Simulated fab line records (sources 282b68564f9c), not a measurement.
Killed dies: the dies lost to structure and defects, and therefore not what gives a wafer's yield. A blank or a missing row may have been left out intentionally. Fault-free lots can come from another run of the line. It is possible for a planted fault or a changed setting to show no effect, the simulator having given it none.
A struck lot beside a sound one -- flow rit cmos -- 23 steps out of a route of 202
Sound: the wafers L228.2, L228.3, L228.5. The struck wafers were L237.4, L237.5, L237.6. The cause comes at the end.
For every step that has rows: the tool of each side, followed by ch and its chambers, followed by its first start. Under that, the readings that differ: sound wafers -- struck wafers -- difference of the means -- sigmas: that difference in standard deviations of wafers without a fault.
alike: readings whose means differ by less than 2 such deviations, and words and numbers that are the same on both sides. not compared: withheld readings, readings that some wafer has no value for, bounds like >300 that may hide the same value, and numbers for which the record gives no deviation and whose values overlap.
Wherever a step has rows on one side only, a row that says differs or no value, or a row with sigmas, the two part there. When numbers do not overlap yet have no deviation, they are printed without sigmas and do not part them. A reading missing from all wafers of one side parts the sides only when that side holds two or more wafers.

RIT_SDANNEAL_RS_MEAS_06: the measuring method here is four-point-probe.
  sound on film metro-03, day 3 18:01; struck on film metro-03, day 5 14:26
  alike: PLDD_RS
RIT_SDANNEAL_RS_MEAS_07: the measuring method here is four-point-probe.
  sound on film metro-03, day 3 18:08; struck on film metro-03, day 5 14:33
  alike: NLDD_RS
then, 1 step without rows for these wafers: RIT_SILICIDE_WET_ETCH_00 (etches SiO2 in BOE, target depth 14 nm, time 15 s).
RIT_SILICIDE_SPUTTER_01: material Ti, target thk 30 nm, time 240 s.
  sound on pvd sputter-03, day 3 18:15; struck on pvd sputter-01, day 5 14:37
  alike: cathode dc power W, throttle valve pct
RIT_SILICIDE_RS_MEAS_02: the measuring method here is four-point-probe.
  sound on film metro-01, day 3 18:25; struck on film metro-01, day 5 14:50
  alike: SILICIDE_TI_RS
RIT_SILICIDE_THK_MEAS_03: measures by xrf.
  sound on film metro-01, day 3 18:32; struck on film metro-01, day 5 14:55
  alike: SILICIDE_TI_THK
RIT_SILICIDE_RTA_04: time 10 s, ramp up 5 s, ramp down 5 s.
  sound on rtp anneal-02 ch 0, day 3 18:35; struck on rtp anneal-01 ch 0, day 5 14:59
reading,sound,struck,difference,sigmas
wafer_temp_C_max,651.9 652.2 651.6,655.1 654.8 655.5,+3.2,+2
  alike: anneal temp c max
then, 1 step without rows for these wafers: RIT_SILICIDE_WET_ETCH_05 (etches Ti in SPM, time 120 s).
RIT_SILICIDE_RTA_06: time 10 s, ramp up 5 s, ramp down 10 s.
  sound on rtp anneal-01 ch 0, day 3 18:42; struck on rtp anneal-02 ch 0, day 5 15:07
  alike: anneal temp c max, wafer_temp_C_max
RIT_CONTACT_CVD_00: deposits SiO2 from TEOS, target thk 400 nm, time 61 s.
  sound on pecvd-02 ch 0,1, day 3 18:46; struck on pecvd-02 ch 0,1,2, day 5 15:10
  alike: heater power w
RIT_CONTACT_THK_MEAS_01:
  sound on film metro-04, day 3 18:49; struck on film metro-04, day 5 15:14
  alike: CONTACT_TEOS_THK
then, 1 step without rows for these wafers: RIT_CONTACT_HMDS_02 (prime time 60 s).
RIT_CONTACT_COAT_03: resist thk 1000 nm.
  sound on litho track-03 ch 0, day 3 19:02; struck on litho track-04 ch 0, day 5 15:29
reading,sound,struck,difference,sigmas
resist line temp C (C),23.16 23.05 23.14,22.97 22.76 22.92,-0.23,-2
model.NOVOLAK_of_CONTACT_COAT_03.thk nm (nm),1004 1002 999.8,200.6 199.8 200.5,-801.6,
then, 4 steps without rows for these wafers: RIT_CONTACT_SOFTBAKE_04 (time 60 s); RIT_CONTACT_EXPOSE_05 (exposes mask M11, target cd 1000 nm); RIT_CONTACT_PEB_06; RIT_CONTACT_DEVELOP_07 (develop time 120 s).
RIT_CONTACT_CD_MEAS_08: the cd target is 1000 nm.
  sound on cd sem-02, day 3 20:01; struck on cd sem-01, day 5 16:17
reading,sound,struck,difference,sigmas
cd nm (nm),999.5 1000.9 1002.6,1122.8 1123.0 1125.4,+122.7,+45
RIT_CONTACT_OVL_MEAS_09:
  sound on overlay-02, day 3 20:07; struck on overlay-01, day 5 16:22
  alike: CONTACT_OVL
then, 1 step without rows for these wafers: RIT_CONTACT_HARDBAKE_10 (time 60 s).
RIT_CONTACT_ETCH_11: etches SiO2 in CHF3/CF4/Ar, stops on TiSi2, target depth 480 nm, time 320 s.
  sound on rie diel-04 ch 0,2,3, day 3 20:18; struck on rie diel-02 ch 2,3, day 5 16:32
reading,sound,struck,difference,sigmas
model.NOVOLAK_of_CONTACT_COAT_03.thk nm (nm),771.9 768.6 769.8,65.28 65.15 64.64,-705.08,
model.CONTACT.cd nm (nm),999.8 1001 1002,1123 1123 1126,+123,
  alike: drypump motor current A, oes product au, throttle valve pct
  not compared: rf hours counter h
RIT_CONTACT_STRIP_12: strips in O2, time 180 s.
  sound on plasma asher-03 ch 0,1, day 3 20:30; struck on plasma asher-03 ch 0,1, day 5 16:47
  alike: drypump motor current A
  not compared: rf hours counter h
RIT_M1_PROBE_99:
  sound on prober-02, day 4 01:28; struck on prober-01, day 5 21:40
reading,sound,struck,difference,sigmas
killed at contacts,0 1 0,18 16 11,+15,+47
killed dies,7 11 10,27 22 17,+13,+4
model.etest.contact to gate.bv right v (V),89.46 88.87 89.53,60.01 56.55 55.69,-31.87,
model.etest.contact to gate.bv left v (V),89.82 93.08 89.58,60.24 59.67 57.52,-31.68,
model.etest.contact nplus.rc ohm,1.351 1.378 1.387,1.302 1.3 1.312,-0.067,
  alike: killed at front end, killed open, killed short
  not compared: model.etest.contact npoly.rc ohm, model.etest.contact pplus.rc ohm, model.etest.contact ppoly.rc ohm

== WHERE THEY PART ==
First at RIT_SILICIDE_RTA_04; last, within this record, at RIT_M1_PROBE_99.

WHY: whatever the simulator had introduced
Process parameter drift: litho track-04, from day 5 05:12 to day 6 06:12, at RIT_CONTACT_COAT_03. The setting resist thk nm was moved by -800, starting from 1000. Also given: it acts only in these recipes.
